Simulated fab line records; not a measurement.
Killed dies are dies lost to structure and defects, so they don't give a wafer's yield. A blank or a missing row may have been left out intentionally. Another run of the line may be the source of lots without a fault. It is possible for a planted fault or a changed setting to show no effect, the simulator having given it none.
Split-lot trial / flow berkeley-cmos170 / on a route of 331 steps: 5 lots, 27 wafers read

ABOUT THE SPLIT
At UCB170_NWELL_ETCH_13 (etches Si3N4 in CH3F/Ar/O2, stops on SiO2, target depth 246.4 nm, time 154 s), the setting time-s was moved away from the recipe's 154 s on 9 of the 27 wafers read, by -55.5% to +33.5%. This setting was run at the recipe's value on the other wafers.

The reading comes from the split's own step.

THE READING
oes-product-au, in a.u., at UCB170_NWELL_ETCH_13 (etches Si3N4 in CH3F/Ar/O2, stops on SiO2, target depth 246.4 nm, time 154 s). Typical for fault-free wafers on this fab line: 0.936 a.u., with standard deviation 0.014 a.u.

wafer=L075.1; tool, chamber at the split=rie-diel-03, 0; time-s as run, s=154; against the recipe=recipe; oes-product-au, a.u.=0.969; against lot-mates on the recipe=-
wafer=L075.2; tool, chamber at the split=rie-diel-03, 3; time-s as run, s=154; against the recipe=recipe; oes-product-au, a.u.=0.941; against lot-mates on the recipe=-
wafer=L075.3; tool, chamber at the split=rie-diel-03, 1; time-s as run, s=154; against the recipe=recipe; oes-product-au, a.u.=0.930; against lot-mates on the recipe=-
wafer=L075.4; tool, chamber at the split=rie-diel-03, 2; time-s as run, s=154; against the recipe=recipe; oes-product-au, a.u.=0.930; against lot-mates on the recipe=-
wafer=L075.5; tool, chamber at the split=rie-diel-03, 3; time-s as run, s=154; against the recipe=recipe; oes-product-au, a.u.=0.937; against lot-mates on the recipe=-
wafer=L075.6; tool, chamber at the split=rie-diel-03, 0; time-s as run, s=154; against the recipe=recipe; oes-product-au, a.u.=0.962; against lot-mates on the recipe=-
wafer=L079.1; tool, chamber at the split=rie-diel-03, 3; time-s as run, s=154; against the recipe=recipe; oes-product-au, a.u.=0.929; against lot-mates on the recipe=-
wafer=L079.2; tool, chamber at the split=rie-diel-03, 1; time-s as run, s=205.6; against the recipe=+33.5%; oes-product-au, a.u.=0.903; against lot-mates on the recipe=-0.038
wafer=L079.3; tool, chamber at the split=rie-diel-03, 2; time-s as run, s=205.6; against the recipe=+33.5%; oes-product-au, a.u.=0.893; against lot-mates on the recipe=-0.048
wafer=L079.4; tool, chamber at the split=rie-diel-03, 0; time-s as run, s=154; against the recipe=recipe; oes-product-au, a.u.=0.965; against lot-mates on the recipe=-
wafer=L079.5; tool, chamber at the split=rie-diel-03, 3; time-s as run, s=154; against the recipe=recipe; oes-product-au, a.u.=0.929; against lot-mates on the recipe=-
wafer=L079.6; tool, chamber at the split=rie-diel-03, 2; time-s as run, s=205.6; against the recipe=+33.5%; oes-product-au, a.u.=0.888; against lot-mates on the recipe=-0.053
wafer=L080.1; tool, chamber at the split=rie-diel-04, 1; time-s as run, s=154; against the recipe=recipe; oes-product-au, a.u.=0.934; against lot-mates on the recipe=-
wafer=L080.2; tool, chamber at the split=rie-diel-04, 0; time-s as run, s=154; against the recipe=recipe; oes-product-au, a.u.=0.940; against lot-mates on the recipe=-
wafer=L080.3; tool, chamber at the split=rie-diel-04, 2; time-s as run, s=154; against the recipe=recipe; oes-product-au, a.u.=0.931; against lot-mates on the recipe=-
wafer=L082.1; tool, chamber at the split=rie-diel-04, 0; time-s as run, s=68.54; against the recipe=-55.5%; oes-product-au, a.u.=1.011; against lot-mates on the recipe=+0.072
wafer=L082.2; tool, chamber at the split=rie-diel-04, 2; time-s as run, s=154; against the recipe=recipe; oes-product-au, a.u.=0.932; against lot-mates on the recipe=-
wafer=L082.3; tool, chamber at the split=rie-diel-04, 3; time-s as run, s=154; against the recipe=recipe; oes-product-au, a.u.=0.943; against lot-mates on the recipe=-
wafer=L082.4; tool, chamber at the split=rie-diel-04, 0; time-s as run, s=154; against the recipe=recipe; oes-product-au, a.u.=0.941; against lot-mates on the recipe=-
wafer=L082.5; tool, chamber at the split=rie-diel-04, 3; time-s as run, s=68.54; against the recipe=-55.5%; oes-product-au, a.u.=1.012; against lot-mates on the recipe=+0.073
wafer=L082.6; tool, chamber at the split=rie-diel-04, 2; time-s as run, s=68.54; against the recipe=-55.5%; oes-product-au, a.u.=0.993; against lot-mates on the recipe=+0.054
wafer=L083.1; tool, chamber at the split=rie-diel-02, 3; time-s as run, s=154; against the recipe=recipe; oes-product-au, a.u.=0.948; against lot-mates on the recipe=-
wafer=L083.2; tool, chamber at the split=rie-diel-02, 0; time-s as run, s=205.1; against the recipe=+33.2%; oes-product-au, a.u.=0.916; against lot-mates on the recipe=-0.025
wafer=L083.3; tool, chamber at the split=rie-diel-02, 2; time-s as run, s=205.1; against the recipe=+33.2%; oes-product-au, a.u.=0.890; against lot-mates on the recipe=-0.051
wafer=L083.4; tool, chamber at the split=rie-diel-02, 1; time-s as run, s=154; against the recipe=recipe; oes-product-au, a.u.=0.931; against lot-mates on the recipe=-
wafer=L083.5; tool, chamber at the split=rie-diel-02, 2; time-s as run, s=205.1; against the recipe=+33.2%; oes-product-au, a.u.=0.896; against lot-mates on the recipe=-0.045
wafer=L083.6; tool, chamber at the split=rie-diel-02, 3; time-s as run, s=154; against the recipe=recipe; oes-product-au, a.u.=0.943; against lot-mates on the recipe=-

THE FIT
A straight line over all 27 wafers: oes-product-au changes by -0.00122 a.u. for each +1% of time-s; r = -0.93; the points scatter about the line by 0.012 a.u.
The same after taking each lot's own level away (the mean of its wafers on the recipe; 27 wafers): -0.00124 a.u. for each +1%; r = -0.94; scatter 0.012 a.u.
The reading moves by 0.069 a.u. for the largest change in time-s, on that fit.
The lots' own levels span 0.9350 to 0.9448 a.u., that is 0.7 times the standard deviation above.
The two slopes are in agreement: the lot-to-lot level therefore moves the slope only a little.
Check: with one of the wafers moved furthest among these (-55.5%) left out of the fit, the line predicts +0.0668 a.u. for it against its lot-mates. It came out at +0.0723 a.u. against them.
Tool readings at the split's step, against how far the setting was moved: oes-product-au r = -0.93.

THE WHOLE CHAIN: every reading that the file lists as answering this split, in the file's order
step=UCB170_NWELL_ETCH_13; what it does=etches Si3N4 in CH3F/Ar/O2, stops on SiO2, target depth 246.4 nm, time 154 s; reading=oes-product-au; change (the file's fit)=-0.00124 a.u. for each +1% of the setting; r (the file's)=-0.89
step=UCB170_NWELL_ETCH_13; what it does=etches Si3N4 in CH3F/Ar/O2, stops on SiO2, target depth 246.4 nm, time 154 s; reading=KrF_of_NWELL_COAT_07.thk-nm (the simulator's own value, which no gauge read); change (the file's fit)=-1.65 nm for each +1% of the setting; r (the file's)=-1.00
step=UCB170_NWELL_STRIP_15; what it does=strips in O2; reading=strip-time-to-endpoint-s; change (the file's fit)=withheld for each +1% of the setting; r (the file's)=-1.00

THE FILE'S OWN FIT
oes-product-au changes by -0.00124 a.u. for each +1% of time-s, r = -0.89.
